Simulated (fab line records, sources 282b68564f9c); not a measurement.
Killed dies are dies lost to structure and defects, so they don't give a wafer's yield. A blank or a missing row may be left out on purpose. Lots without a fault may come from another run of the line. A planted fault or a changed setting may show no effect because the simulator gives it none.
A struck lot beside a sound one | flow rit_cmos | 19 steps out of a route of 202
Sound: wafers L367.1, L367.3, L367.4. Struck: wafers L380.3, L380.4, L380.6. The cause comes at the end.
At each step with rows: each side's tool, then ch and its chambers, then its first start. Under that, the readings that differ: sound wafers | struck wafers | difference of the means | sigmas: that difference in standard deviations of wafers without a fault.
alike: readings whose means differ by less than 2 such deviations, and words and numbers that are the same on both sides. not compared: withheld readings, readings that some wafer has no value for, bounds like >300 that may hide the same value, and numbers for which the record gives no deviation and whose values overlap.
The two part at a step that has a row with sigmas, a row that says differs or no value, or rows on one side only. Numbers that don't overlap but have no deviation are shown without sigmas and don't part them. A reading that every wafer of one side lacks parts them only if that side has two wafers or more.

first, 4 steps without rows for these wafers: RIT_PSD_SOFTBAKE_02 (time 60 s); RIT_PSD_EXPOSE_03 (exposes mask M10, target cd 40900 nm); RIT_PSD_PEB_04; RIT_PSD_DEVELOP_05 (develop time 50 s).
RIT_PSD_OVL_MEAS_06:
  sound on overlay-01, day 4 06:55; struck on overlay-02, day 7 01:01
  alike: PSD_OVL
then, 2 steps without rows for these wafers: RIT_PSD_HARDBAKE_07 (time 60 s); RIT_PSD_IMPLANT_08.
RIT_PSD_STRIP_09: strips in O2, time 180 s.
  sound on plasma_asher-04 ch 0,1, day 4 07:16; struck on plasma_asher-02 ch 0,1, day 7 01:24
  alike: drypump_motor_current_A, o2_flow_sccm
  not compared: rf_hours_counter_h
RIT_PSD_TW_MEAS_10:
  sound on film_metro-02, day 4 07:26; struck on film_metro-02, day 7 01:32
  alike: PSD_TW
then, 3 steps without rows for these wafers: RIT_SDANNEAL_CLEAN_00 (cleans in SC1, time 600 s); RIT_SDANNEAL_CLEAN_01 (cleans in dHF, time 30 s); RIT_SDANNEAL_CLEAN_02 (cleans in SC2, time 600 s).
RIT_SDANNEAL_RTA_03: time 5 s.
  sound on rtp_anneal-01 ch 0, day 4 07:52; struck on rtp_anneal-02 ch 0, day 7 01:59
  reading          | sound                | struck               | difference | sigmas
  wafer_temp_C_max | 1054.6 1053.2 1054.4 | 1014.5 1014.8 1013.4 | -39.8      | -36
RIT_SDANNEAL_RS_MEAS_04: measures by four-point-probe.
  sound on film_metro-03, day 4 07:55; struck on film_metro-03, day 7 02:04
  reading         | sound             | struck            | difference | sigmas
  PSD_RS (ohm/sq) | 115.9 115.9 115.8 | 144.9 145.2 144.7 | +29.1      | +85
RIT_SDANNEAL_RS_MEAS_05: measures by four-point-probe.
  sound on film_metro-03, day 4 08:02; struck on film_metro-03, day 7 02:11
  reading         | sound          | struck         | difference | sigmas
  NSD_RS (ohm/sq) | 84.1 84.0 84.3 | 86.1 86.3 86.3 | +2.1       | +6
RIT_SDANNEAL_RS_MEAS_06: measures by four-point-probe.
  sound on film_metro-03, day 4 08:10; struck on film_metro-03, day 7 02:18
  reading          | sound             | struck            | difference | sigmas
  PLDD_RS (ohm/sq) | 178.4 178.5 178.0 | 215.8 215.9 215.8 | +37.5      | +74
RIT_SDANNEAL_RS_MEAS_07: measures by four-point-probe.
  sound on film_metro-03, day 4 08:17; struck on film_metro-03, day 7 02:25
  reading          | sound             | struck            | difference | sigmas
  NLDD_RS (ohm/sq) | 151.2 151.0 150.9 | 152.0 152.8 152.4 | +1.4       | +3
then, 1 step without rows for these wafers: RIT_SILICIDE_WET_ETCH_00 (etches SiO2 in BOE, target depth 14 nm, time 15 s).
RIT_M1_PROBE_99:
  sound on prober-02, day 4 16:21; struck on prober-01, day 7 09:32
  reading                             | sound             | struck            | difference | sigmas
  model.etest.pmos_turned.r_on_ohm_um | 3451 3500 3440    | 4767 4751 4684    | +1270      |
  model.etest.pmos_0p3.r_on_ohm_um    | 6319 6305 6208    | 7239 7120 7082    | +870       |
  model.etest.pmos_0p15.r_on_ohm_um   | 2800 2820 2774    | 3488 3460 3459    | +671       |
  model.etest.pldd.rs_ohm_sq          | 502.9 524 515.1   | 670.6 683.3 663.6 | +158.5     |
  model.etest.nmos_0p3.r_on_ohm_um    | 2173 2198 2112    | 2261 2272 2268    | +106       |
  model.etest.pmos_turned.drive_ua_um | 191.4 186.1 192.1 | 116.8 117 121.1   | -71.6      |
  model.etest.pmos_0p15.drive_ua_um   | 254.7 253.3 256.8 | 199.9 203.4 204.7 | -52.3      |
  model.etest.nmos_turned.drive_ua_um | 331.4 319.2 326.1 | 267.4 262.9 273.6 | -57.6      |
  alike: killed_at_front_end, killed_dies, killed_open, killed_short

WHERE THEY PART
First at RIT_SDANNEAL_RTA_03; last, within this record, at RIT_SDANNEAL_RS_MEAS_07. Later steps at which nothing parts them and some readings are alike: RIT_M1_PROBE_99.

WHY: what the simulator had put in
Process parameter drift: rtp_anneal-02, from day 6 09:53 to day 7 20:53, at RIT_SDANNEAL_RTA_03. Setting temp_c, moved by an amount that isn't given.
